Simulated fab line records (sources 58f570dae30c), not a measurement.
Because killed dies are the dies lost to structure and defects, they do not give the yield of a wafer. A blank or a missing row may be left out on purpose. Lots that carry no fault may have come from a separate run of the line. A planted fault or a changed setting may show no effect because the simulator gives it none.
Which tool is to blame? + flow berkeley-cmos170 + 21 wafers from 7 lots sampled at 2 of the route's 331 steps

== WHAT EACH GAUGE READ, for each wafer ==
UCB170_NLDD_TW_MEAS_11.
| lot  | measured     | on            | NLDD_TW        |
|------|--------------|---------------|----------------|
| L389 | day 8 06:28  | film-metro-04 | 2222 2208 2216 |
| L394 | day 8 17:56  | film-metro-04 | 2214 2230 2209 |
| L391 | day 8 18:31  | film-metro-03 | 2206 2214 2203 |
| L397 | day 9 17:54  | film-metro-03 | 2220 2229 2223 |
| L401 | day 10 08:06 | film-metro-04 | 2208 2208 2218 |
| L406 | day 11 07:29 | film-metro-04 | 2226 2228 2211 |
| L409 | day 12 18:02 | film-metro-03 | 2232 2231 2228 |

== EACH LOT AND THE TOOL THAT RAN IT (in order: tool; ch and the chambers of the sampled wafers; start) ==
| lot  | UCB170_NVT_IMPLANT_07           |
|------|---------------------------------|
| L389 | implanter-04 ch 0, day 7 13:35  |
| L394 | implanter-04 ch 0, day 7 19:43  |
| L391 | implanter-04 ch 0, day 7 19:58  |
| L397 | implanter-02 ch 0, day 8 19:47  |
| L401 | implanter-02 ch 0, day 9 07:47  |
| L406 | implanter-04 ch 0, day 10 07:09 |
| L409 | implanter-02 ch 0, day 11 17:56 |
- UCB170_NVT_IMPLANT_07

== THE ANSWER, worked out from the rows above alone ==
Rule: what is usual is taken from the lots themselves. The widest of any qualifying gaps counts: lots, ordered by their means at a reading, are off when they make up no more than a third of the lots, leave a main group of 4 or more, and stand apart from it by 3 or more times the standard deviation of that group's means. A main group is skipped when, at the precision printed for the reading in the tables above, its means are all equal. A lot without any number at a reading at which 4 lots or more have one is off too. Where the step has rows for the other lots, those lots are counted as sound.
None of the lots is off at any reading shown; this tells nothing.

== WHAT THE SIMULATOR HAD PUT IN ==
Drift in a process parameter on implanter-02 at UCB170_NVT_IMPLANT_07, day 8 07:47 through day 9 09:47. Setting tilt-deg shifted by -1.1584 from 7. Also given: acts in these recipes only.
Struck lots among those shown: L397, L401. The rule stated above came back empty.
